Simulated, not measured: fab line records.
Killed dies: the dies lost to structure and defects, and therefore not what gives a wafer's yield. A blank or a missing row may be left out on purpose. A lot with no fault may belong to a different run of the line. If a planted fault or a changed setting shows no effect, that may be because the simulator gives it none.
fab line records | flow ritCmos
record: lots: 13 | wafers: 39 | lastDay: 7
route steps=202 shown GATE@83 NSD@141 PSD@148 M1@202
lots that met no fault: from a run of the same line without faults
startH: start of the lot's first displayed wafer, in hours after the record's first day | waitH: hours from the lot's prior step to this one | " repeats the value in the row above | L1.1+2: a row that stands for several wafers | - no value, or no start was given | * or withheld: withheld | < > ~ a bound
route shown NAME@n: a module of which the file shows steps, and the number in the route of the first | usual: mean and standard deviation over wafers with no fault | same: alike in all rows | chamber/n: place in a boat | sites: the reading at each site | _std_site: the standard deviation of these | _edge_site: inner sites' mean taken away from outer sites' mean | radiusMm: for every site, how far away it sits from the centre of the wafer | mask NAME#n: copy n | behind: tool/chamber where the wafer was last shaped | hold: reason for holding the lot/hours on hold/outcome of the hold | device: which transistor (n, p or np) failed to switch | end of line: the route-end tests of the same wafers | a step without rows: its recipe alone | killed: dies lost to structure and defects at the first sort, not the wafer's yield | map: a wafer's dies, marking killed ones x, the rest . and places with no die _
set.NAME: the setting the step ran with; set.NAME@STEP: the setting that earlier step ran with | model.NAME: the simulator's own value behind a step, which no gauge read
one table for each step of the route and one row for each wafer, over a sample of lots
services: from which hour (startH, from the record's first day; less than 0 if before it) a tool's chamber was out of use, for how many hours, and why
== steps ==
step: RIT_GATE_THK_MEAS_07
recipe: reads: SiO2_of_GATE_OXIDATION_05
usual: GATE_OXIDE_THK: 3.01/0.066
lot.wafer | tool         | chamber | startH | waitH | GATE_OXIDE_THK[nm]
L442.1    | filmMetro-02 | -       | 44.68  | 0.0   | 3.10
L442.3    | "            | -       | "      | "     | 3.13
L442.4    | "            | -       | "      | "     | 3.17
L444.3    | filmMetro-01 | -       | 50.35  | 0.0   | 3.08
L444.5    | "            | -       | "      | "     | 3.05
L444.6    | "            | -       | "      | "     | 2.96
L446.2    | filmMetro-03 | -       | 60.97  | 0.0   | 2.89
L446.3    | "            | -       | "      | "     | 2.97
L446.6    | "            | -       | "      | "     | 2.93
L453.1    | filmMetro-03 | -       | 92.60  | 0.0   | 2.93
L453.3    | "            | -       | "      | "     | 3.03
L453.5    | "            | -       | "      | "     | 2.95
L456.2    | filmMetro-02 | -       | 108.44 | 0.0   | 3.00
L456.3    | "            | -       | "      | "     | 2.99
L456.5    | "            | -       | "      | "     | 2.99
L457.3    | filmMetro-03 | -       | 116.25 | 0.0   | 3.08
L457.4    | "            | -       | "      | "     | 3.06
L457.6    | "            | -       | "      | "     | 3.08
L459.4    | filmMetro-01 | -       | 120.14 | 0.0   | 3.04
L459.5    | "            | -       | "      | "     | 3.03
L459.6    | "            | -       | "      | "     | 3.06
L460.1    | filmMetro-02 | -       | 128.35 | 0.0   | 3.03
L460.2    | "            | -       | "      | "     | 2.97
L460.6    | "            | -       | "      | "     | 2.90
L461.1    | filmMetro-03 | -       | 132.38 | 0.0   | 2.99
L461.3    | "            | -       | "      | "     | 2.98
L461.6    | "            | -       | "      | "     | 3.01
L462.2    | filmMetro-02 | -       | 137.31 | 0.0   | 2.89
L462.4    | "            | -       | "      | "     | 2.98
L462.6    | "            | -       | "      | "     | 3.01
L463.3    | filmMetro-03 | -       | 141.98 | 0.0   | 2.83
L463.4    | "            | -       | "      | "     | 2.89
L463.5    | "            | -       | "      | "     | 2.86
L464.1    | filmMetro-03 | -       | 148.62 | 0.0   | 2.98
L464.4    | "            | -       | "      | "     | 2.98
L464.6    | "            | -       | "      | "     | 2.99
L465.1    | filmMetro-03 | -       | 152.52 | 0.0   | 2.96
L465.2    | "            | -       | "      | "     | 2.98
L465.6    | "            | -       | "      | "     | 2.92
step: RIT_NSD_TW_MEAS_10
usual: NSD_TW: 3098/23
lot.wafer | tool         | chamber | startH | waitH | NSD_TW
L442.1    | filmMetro-03 | -       | 60.39  | 0.1   | 3088
L442.3    | "            | -       | "      | "     | 3104
L442.4    | "            | -       | "      | "     | 3082
L444.3    | filmMetro-01 | -       | 64.58  | 0.1   | 3118
L444.5    | "            | -       | "      | "     | 3107
L444.6    | "            | -       | "      | "     | 3101
L446.2    | filmMetro-04 | -       | 76.10  | 0.1   | 3066
L446.3    | "            | -       | "      | "     | 3061
L446.6    | "            | -       | "      | "     | 3068
L453.1    | filmMetro-01 | -       | 107.98 | 0.1   | 3109
L453.3    | "            | -       | "      | "     | 3093
L453.5    | "            | -       | "      | "     | 3105
L456.2    | filmMetro-04 | -       | 123.50 | 0.1   | 3077
L456.3    | "            | -       | "      | "     | 3078
L456.5    | "            | -       | "      | "     | 3071
L457.3    | filmMetro-04 | -       | 129.83 | 0.1   | 3071
L457.4    | "            | -       | "      | "     | 3066
L457.6    | "            | -       | "      | "     | 3056
L459.4    | filmMetro-01 | -       | 133.51 | 0.1   | 3115
L459.5    | "            | -       | "      | "     | 3123
L459.6    | "            | -       | "      | "     | 3109
L460.1    | filmMetro-04 | -       | 143.73 | 0.1   | 3059
L460.2    | "            | -       | "      | "     | 3057
L460.6    | "            | -       | "      | "     | 3077
L461.1    | filmMetro-03 | -       | 147.95 | 0.1   | 3131
L461.3    | "            | -       | "      | "     | 3120
L461.6    | "            | -       | "      | "     | 3104
L462.2    | filmMetro-03 | -       | 151.85 | 0.1   | 3108
L462.4    | "            | -       | "      | "     | 3094
L462.6    | "            | -       | "      | "     | 3109
L463.3    | filmMetro-04 | -       | 157.38 | 0.1   | 3085
L463.4    | "            | -       | "      | "     | 3113
L463.5    | "            | -       | "      | "     | 3074
L464.1    | filmMetro-01 | -       | 163.26 | 0.1   | 3122
L464.4    | "            | -       | "      | "     | 3113
L464.6    | "            | -       | "      | "     | 3121
L465.1    | filmMetro-03 | -       | 167.80 | 0.1   | 3116
L465.2    | "            | -       | "      | "     | 3130
L465.6    | "            | -       | "      | "     | 3119
step: RIT_PSD_OVL_MEAS_06
usual: PSD_OVL: 0.3/1.2
lot.wafer | tool       | chamber | startH | waitH | PSD_OVL[nm]
L442.1    | overlay-01 | -       | 61.42  | -     | 1.2
L442.3    | "          | -       | "      | "     | 1.3
L442.4    | "          | -       | "      | "     | 0.8
L444.3    | overlay-02 | -       | 65.61  | -     | -0.2
L444.5    | "          | -       | "      | "     | -0.2
L444.6    | "          | -       | "      | "     | -0.9
L446.2    | overlay-01 | -       | 77.01  | -     | 1.4
L446.3    | "          | -       | "      | "     | 0.5
L446.6    | "          | -       | "      | "     | -0.2
L453.1    | overlay-01 | -       | 109.02 | -     | 0.0
L453.3    | "          | -       | "      | "     | -0.5
L453.5    | "          | -       | "      | "     | -1.1
L456.2    | overlay-01 | -       | 124.41 | -     | 1.5
L456.3    | "          | -       | "      | "     | 1.6
L456.5    | "          | -       | "      | "     | 0.8
L457.3    | overlay-01 | -       | 130.74 | -     | 1.0
L457.4    | "          | -       | "      | "     | 0.2
L457.6    | "          | -       | "      | "     | 1.3
L459.4    | overlay-01 | -       | 134.41 | -     | 2.0
L459.5    | "          | -       | "      | "     | 1.7
L459.6    | "          | -       | "      | "     | 0.3
L460.1    | overlay-01 | -       | 144.64 | -     | 0.5
L460.2    | "          | -       | "      | "     | 1.4
L460.6    | "          | -       | "      | "     | 0.4
L461.1    | overlay-02 | -       | 148.86 | -     | -0.9
L461.3    | "          | -       | "      | "     | 0.9
L461.6    | "          | -       | "      | "     | 0.6
L462.2    | overlay-01 | -       | 152.88 | -     | -0.4
L462.4    | "          | -       | "      | "     | -0.3
L462.6    | "          | -       | "      | "     | -2.1
L463.3    | overlay-02 | -       | 158.61 | -     | 0.7
L463.4    | "          | -       | "      | "     | 1.4
L463.5    | "          | -       | "      | "     | 2.8
L464.1    | overlay-02 | -       | 164.21 | -     | -2.8
L464.4    | "          | -       | "      | "     | -2.3
L464.6    | "          | -       | "      | "     | -1.5
L465.1    | overlay-01 | -       | 168.92 | -     | 1.4
L465.2    | "          | -       | "      | "     | -0.3
L465.6    | "          | -       | "      | "     | 2.0
step: RIT_PSD_STRIP_09
recipe: chemistry: O2 | timeS: 180 | resist: NOVOLAK | platenTempC: withheld | powerW: 500 | pressureMtorr: 4000 | o2FlowSccm: 4000
usual: drypumpMotorCurrentA: 5.8/0.52 | runLengthS: 208.5/0.45
lot.wafer | tool           | chamber | startH | waitH | drypumpMotorCurrentA | rfHoursCounterH | runLengthS
L442.1    | plasmaAsher-01 | 0       | 61.76  | 0.1   | 5.5                  | 37              | 208.3
L442.3    | "              | 0       | "      | "     | 5.5                  | -               | 208.2
L442.4    | "              | 1       | "      | "     | 5.2                  | -               | 208.3
L444.3    | plasmaAsher-01 | 1       | 65.99  | 0.1   | 5.2                  | -               | 208.2
L444.5    | "              | 0       | "      | "     | 5.5                  | -               | 208.1
L444.6    | "              | 1       | "      | "     | 5.2                  | -               | 207.9
L446.2    | plasmaAsher-01 | 1       | 77.34  | 0.1   | 5.2                  | 39              | 117.3
L446.3    | "              | 1       | "      | "     | 5.2                  | -               | 117.3
L446.6    | "              | 0       | "      | "     | 5.5                  | -               | 117.3
L453.1    | plasmaAsher-02 | 0       | 109.36 | 0.1   | 5.6                  | 47              | 208.2
L453.3    | "              | 0       | "      | "     | 5.6                  | -               | 208.0
L453.5    | "              | 1       | "      | "     | 5.5                  | -               | 207.9
L456.2    | plasmaAsher-02 | 0       | 124.74 | 0.1   | 5.6                  | 49              | 208.2
L456.3    | "              | 0       | "      | "     | 5.6                  | -               | 208.3
L456.5    | "              | 0       | "      | "     | 5.6                  | -               | 208.0
L457.3    | plasmaAsher-01 | 0       | 131.13 | 0.1   | 5.5                  | -               | 208.4
L457.4    | "              | 1       | "      | "     | 5.1                  | -               | 207.9
L457.6    | "              | 1       | "      | "     | 5.1                  | -               | 208.1
L459.4    | plasmaAsher-03 | 0       | 134.78 | 0.1   | 6.0                  | -               | 208.7
L459.5    | "              | 1       | "      | "     | 6.7                  | -               | 209.0
L459.6    | "              | 0       | "      | "     | 5.9                  | -               | 208.9
L460.1    | plasmaAsher-03 | 0       | 145.15 | 0.1   | 5.9                  | 3               | 209.0
L460.2    | "              | 1       | "      | "     | 6.7                  | 3               | 209.0
L460.6    | "              | 0       | "      | "     | 5.9                  | -               | 208.9
L461.1    | plasmaAsher-02 | 0       | 149.20 | 0.1   | 5.6                  | 52              | 208.2
L461.3    | "              | 0       | "      | "     | 5.6                  | -               | 208.2
L461.6    | "              | 1       | "      | "     | 5.5                  | -               | 208.2
L462.2    | plasmaAsher-02 | 0       | 153.21 | 0.1   | 5.6                  | 52              | 208.4
L462.4    | "              | 0       | "      | "     | 5.6                  | -               | 208.6
L462.6    | "              | 0       | "      | "     | 5.6                  | -               | 208.1
L463.3    | plasmaAsher-03 | 1       | 159.07 | 0.1   | 6.7                  | -               | 208.9
L463.4    | "              | 0       | "      | "     | 5.9                  | -               | 209.1
L463.5    | "              | 1       | "      | "     | 6.8                  | -               | 209.3
L464.1    | plasmaAsher-01 | 0       | 164.54 | 0.1   | 5.5                  | 50              | 208.2
L464.4    | "              | 1       | "      | "     | 5.1                  | -               | 208.2
L464.6    | "              | 1       | "      | "     | 5.1                  | -               | 208.2
L465.1    | plasmaAsher-02 | 0       | 169.26 | 0.1   | 5.6                  | 52              | 208.1
L465.2    | "              | 1       | "      | "     | 5.5                  | 52              | 208.3
L465.6    | "              | 0       | "      | "     | 5.6                  | -               | 208.3
step: RIT_M1_PROBE_99
usual: killedAtContacts: 0.0/0.18 | killedAtFrontEnd: 7/3 | killedDies: 7/3 | killedOnRim: 2/1.4 | killedOpen: 3.6/1.9 | killedShort: 3.2/1.8
same: grossDies: 264 | killed_at_M0_to_M3: 0 | killed_at_M4_up: 0 | killedAtBackSide: 0 | killedAtOther: 0
lot.wafer | tool      | chamber | startH | waitH | killedAtContacts | killedAtFrontEnd | killedDies | killedOnRim | killedOpen | killedShort
L442.1    | prober-02 | -       | 70.17  | 0.1   | 0                | 15               | 15         | 4           | 9          | 6
L442.3    | prober-02 | -       | 70.27  | 0.2   | 0                | 9                | 9          | 4           | 4          | 5
L442.4    | prober-02 | -       | 70.32  | 0.2   | 0                | 3                | 3          | 1           | 1          | 2
L444.3    | prober-01 | -       | 74.23  | 0.2   | 0                | 2                | 2          | 1           | 1          | 1
L444.5    | prober-01 | -       | 74.33  | 0.2   | 0                | 5                | 5          | 1           | 3          | 2
L444.6    | prober-01 | -       | 74.38  | 0.2   | 0                | 4                | 4          | 2           | 3          | 1
L446.2    | prober-02 | -       | 85.46  | 0.1   | 0                | 264              | 264        | 70          | 3          | 0
L446.3    | prober-02 | -       | 85.51  | 0.2   | 0                | 264              | 264        | 70          | 2          | 1
L446.6    | prober-02 | -       | 85.66  | 0.2   | 0                | 264              | 264        | 70          | 3          | 1
L453.1    | prober-01 | -       | 117.48 | 0.1   | 0                | 6                | 6          | 1           | 4          | 2
L453.3    | prober-01 | -       | 117.58 | 0.2   | 0                | 7                | 7          | 2           | 3          | 4
L453.5    | prober-01 | -       | 117.68 | 0.2   | 0                | 5                | 5          | 1           | 3          | 2
L456.2    | prober-02 | -       | 133.04 | 0.1   | 0                | 2                | 2          | 0           | 2          | 0
L456.3    | prober-02 | -       | 133.09 | 0.2   | 0                | 5                | 5          | 2           | 3          | 2
L456.5    | prober-02 | -       | 133.19 | 0.2   | 0                | 4                | 4          | 2           | 4          | 0
L457.3    | prober-01 | -       | 139.37 | 0.2   | 0                | 7                | 7          | 2           | 6          | 1
L457.4    | prober-01 | -       | 139.42 | 0.2   | 0                | 7                | 7          | 2           | 5          | 2
L457.6    | prober-01 | -       | 139.52 | 0.2   | 0                | 8                | 8          | 2           | 5          | 3
L459.4    | prober-01 | -       | 143.05 | 0.2   | 0                | 4                | 4          | 3           | 2          | 2
L459.5    | prober-01 | -       | 143.10 | 0.2   | 0                | 9                | 9          | 2           | 4          | 5
L459.6    | prober-01 | -       | 143.15 | 0.2   | 0                | 7                | 7          | 3           | 2          | 5
L460.1    | prober-02 | -       | 153.21 | 0.1   | 0                | 4                | 4          | 1           | 2          | 2
L460.2    | prober-02 | -       | 153.26 | 0.1   | 0                | 8                | 8          | 2           | 4          | 4
L460.6    | prober-02 | -       | 153.46 | 0.2   | 0                | 6                | 6          | 0           | 2          | 4
L461.1    | prober-01 | -       | 157.55 | 0.1   | 0                | 12               | 12         | 4           | 7          | 5
L461.3    | prober-01 | -       | 157.65 | 0.2   | 0                | 6                | 6          | 2           | 3          | 3
L461.6    | prober-01 | -       | 157.80 | 0.2   | 0                | 6                | 6          | 0           | 3          | 3
L462.2    | prober-02 | -       | 161.28 | 0.1   | 0                | 6                | 6          | 2           | 2          | 4
L462.4    | prober-02 | -       | 161.38 | 0.2   | 1                | 6                | 7          | 1           | 2          | 5
L462.6    | prober-02 | -       | 161.48 | 0.2   | 0                | 5                | 5          | 2           | 4          | 1
L463.3    | prober-01 | -       | 167.42 | 0.2   | 0                | 8                | 8          | 3           | 6          | 2
L463.4    | prober-01 | -       | 167.47 | 0.2   | 0                | 9                | 9          | 1           | 6          | 3
L463.5    | prober-01 | -       | 167.52 | 0.2   | 0                | 6                | 6          | 2           | 4          | 2
L464.1    | prober-02 | -       | 172.64 | 0.1   | 0                | 3                | 3          | 0           | 1          | 2
L464.4    | prober-02 | -       | 172.79 | 0.2   | 0                | 5                | 5          | 2           | 5          | 0
L464.6    | prober-02 | -       | 172.89 | 0.2   | 0                | 5                | 5          | 2           | 1          | 4
L465.1    | prober-01 | -       | 177.66 | 0.1   | 0                | 8                | 8          | 1           | 4          | 4
L465.2    | prober-01 | -       | 177.71 | 0.1   | 0                | 3                | 3          | 0           | 3          | 0
L465.6    | prober-01 | -       | 177.91 | 0.2   | 0                | 6                | 6          | 1           | 3          | 3
killed by level:class
L442.1 GATE:geometricParticle:open=3 SILICIDE:geometricParticle:short=3 GATE:geometricParticle:short=2 REOX:geometricParticle:open=2 SILICIDE:geometricParticle:open=2 FOX2:geometricParticle:open=1 REOX:geometricParticle:short=1 SPACER:geometricParticle:open=1
L442.3 GATE:geometricParticle:open=4 REOX:geometricParticle:short=2 FOX1:geometricParticle:short=1 GATE:geometricParticle:short=1 SILICIDE:geometricParticle:short=1
L442.4 SILICIDE:geometricParticle:short=2 GATE:geometricParticle:open=1
L444.3 REOX:geometricParticle:short=1 SPACER:geometricParticle:open=1
L444.5 FOX2:geometricParticle:open=1 GATE:geometricParticle:short=1 GATE:geometricParticle:open=1 SPACER:geometricParticle:open=1 SPACER:geometricParticle:short=1
L444.6 REOX:geometricParticle:open=2 FOX2:geometricParticle:open=1 SPACER:geometricParticle:short=1
L446.2 SDANNEAL:areaRta=261 FOX1:geometricParticle:open=1 GATE:geometricParticle:open=1 SILICIDE:geometricParticle:open=1
L446.3 SDANNEAL:areaRta=261 FOX1:geometricParticle:short=1 GATE:geometricParticle:open=1 SILICIDE:geometricParticle:open=1
L446.6 SDANNEAL:areaRta=260 FOX1:geometricParticle:open=1 GATE:geometricParticle:open=1 GATE:geometricParticle:short=1 SPACER:geometricParticle:open=1
L453.1 FOX1:geometricParticle:open=3 GATE:geometricParticle:short=1 SPACER:geometricParticle:short=1 SILICIDE:geometricParticle:open=1
L453.3 GATE:geometricParticle:short=3 FOX1:geometricParticle:open=1 FOX2:geometricParticle:short=1 GATE:geometricParticle:open=1 REOX:geometricParticle:open=1
L453.5 SILICIDE:geometricParticle:short=2 FOX1:geometricParticle:open=1 REOX:geometricParticle:open=1 SPACER:geometricParticle:open=1
L456.2 FOX1:geometricParticle:open=1 SILICIDE:geometricParticle:open=1
L456.3 FOX1:geometricParticle:open=3 SILICIDE:geometricParticle:short=2
L456.5 FOX1:geometricParticle:open=3 GATE:geometricParticle:open=1
L457.3 REOX:geometricParticle:open=3 SILICIDE:geometricParticle:open=3 GATE:geometricParticle:short=1
L457.4 SILICIDE:geometricParticle:open=3 FOX2:geometricParticle:short=1 REOX:geometricParticle:open=1 SPACER:geometricParticle:open=1 SPACER:geometricParticle:short=1
L457.6 REOX:geometricParticle:open=3 GATE:geometricParticle:short=2 FOX1:geometricParticle:open=1 GATE:geometricParticle:open=1 SILICIDE:geometricParticle:short=1
L459.4 GATE:geometricParticle:short=2 GATE:geometricParticle:open=1 SPACER:geometricParticle:open=1
L459.5 FOX1:geometricParticle:short=2 FOX1:geometricParticle:open=2 FOX2:geometricParticle:short=1 FOX2:geometricParticle:open=1 GATE:geometricParticle:short=1 GATE:geometricParticle:open=1 SPACER:geometricParticle:short=1
L459.6 GATE:geometricParticle:short=4 FOX2:geometricParticle:short=1 GATE:geometricParticle:open=1 SPACER:geometricParticle:open=1
L460.1 FOX1:geometricParticle:short=1 FOX2:geometricParticle:open=1 GATE:geometricParticle:short=1 REOX:geometricParticle:open=1
L460.2 FOX1:geometricParticle:short=2 GATE:geometricParticle:short=2 SILICIDE:geometricParticle:open=2 FOX1:geometricParticle:open=1 REOX:geometricParticle:open=1
L460.6 GATE:geometricParticle:open=2 GATE:geometricParticle:short=2 SILICIDE:geometricParticle:short=2
L461.1 SILICIDE:geometricParticle:open=3 FOX2:geometricParticle:open=2 SPACER:geometricParticle:short=2 FOX2:geometricParticle:short=1 GATE:geometricParticle:short=1 GATE:geometricParticle:open=1 REOX:geometricParticle:short=1 SPACER:geometricParticle:open=1
L461.3 SILICIDE:geometricParticle:short=2 FOX1:geometricParticle:open=1 FOX1:geometricParticle:short=1 GATE:geometricParticle:open=1 SILICIDE:geometricParticle:open=1
L461.6 GATE:geometricParticle:short=2 GATE:geometricParticle:open=2 ACTIVE:geometricParticle:short=1 REOX:geometricParticle:open=1
L462.2 SILICIDE:geometricParticle:short=3 GATE:geometricParticle:open=1 REOX:geometricParticle:short=1 SILICIDE:geometricParticle:open=1
L462.4 GATE:geometricParticle:short=3 FOX1:geometricParticle:open=1 SPACER:geometricParticle:short=1 SILICIDE:geometricParticle:short=1 CONTACT:geometricParticle:open=1
L462.6 FOX1:geometricParticle:open=2 SPACER:geometricParticle:open=2 GATE:geometricParticle:short=1
L463.3 SILICIDE:geometricParticle:open=3 FOX1:geometricParticle:open=1 FOX2:geometricParticle:open=1 GATE:geometricParticle:open=1 GATE:geometricParticle:short=1 SILICIDE:geometricParticle:short=1
L463.4 FOX2:geometricParticle:open=2 REOX:geometricParticle:open=2 FOX2:geometricParticle:short=1 GATE:geometricParticle:short=1 GATE:geometricParticle:open=1 REOX:geometricParticle:short=1 SPACER:geometricParticle:open=1
L463.5 FOX1:geometricParticle:open=1 FOX1:geometricParticle:short=1 FOX2:geometricParticle:open=1 GATE:geometricParticle:open=1 GATE:geometricParticle:short=1 SPACER:geometricParticle:open=1
L464.1 GATE:geometricParticle:short=1 SPACER:geometricParticle:short=1 SILICIDE:geometricParticle:open=1
L464.4 FOX1:geometricParticle:open=2 SILICIDE:geometricParticle:open=2 SPACER:geometricParticle:open=1
L464.6 GATE:geometricParticle:short=3 FOX1:geometricParticle:short=1 GATE:geometricParticle:open=1
L465.1 GATE:geometricParticle:open=2 FOX1:geometricParticle:short=1 FOX2:geometricParticle:short=1 GATE:geometricParticle:short=1 REOX:geometricParticle:open=1 SPACER:geometricParticle:short=1 SPACER:geometricParticle:open=1
L465.2 GATE:geometricParticle:open=2 REOX:geometricParticle:open=1
L465.6 SILICIDE:geometricParticle:open=2 FOX1:geometricParticle:short=1 FOX1:geometricParticle:open=1 GATE:geometricParticle:short=1 SPACER:geometricParticle:short=1
== services ==
tool           | chamber | startH | hours | kind
plasmaAsher-03 | -       | 108.75 | 9.0   | pm
plasmaAsher-03 | 0       | 108.75 | 9.0   | ventCycle
plasmaAsher-03 | 1       | 108.75 | 9.0   | ventCycle
plasmaAsher-03 | 0       | 117.75 | -     | clean
plasmaAsher-03 | 1       | 117.75 | -     | clean
plasmaAsher-02 | -       | 153.93 | 14.6  | pm
== key ==
firstSign: step: RIT_PSD_STRIP_09 | reading: runLengthS | direction: down | sigmas: 99+ | usual: * | struck: *
effect: step: RIT_M1_PROBE_99 | reading: killedAtFrontEnd | direction: up | sigmas: 85 | usual: 7 | struck: 264
moreKillsBornAt: RIT_SDANNEAL_RTA_03@rtpAnneal-01: 782
metAt RIT_PSD_STRIP_09
struckLots L446
laterRowsLeftOut L446.2,L446.3,L446.6
testerLeftOut L446
notActingAt RIT_GATE_THK_MEAS_07,RIT_NSD_TW_MEAS_10,RIT_PSD_OVL_MEAS_06
onsetBetween 65.99 77.34
fault: kind: stripAborted | tool: plasmaAsher-01 | chamber: - | onsetH: 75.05 | steps: RIT_PSD_STRIP_09 | offset: 0.35 | endH: 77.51
testerLeftOut: of these lots the tester's yield and bins aren't shown, on N5 and GAA mostly nor the transistor test; their killed dies are dies lost to structure and defects alone, not to doping, threshold or leakage, so they don't give the yield
laterRowsLeftOut: the simulator's readings of these wafers behind a module that went badly wrong aren't trusted and aren't shown, but for the sort
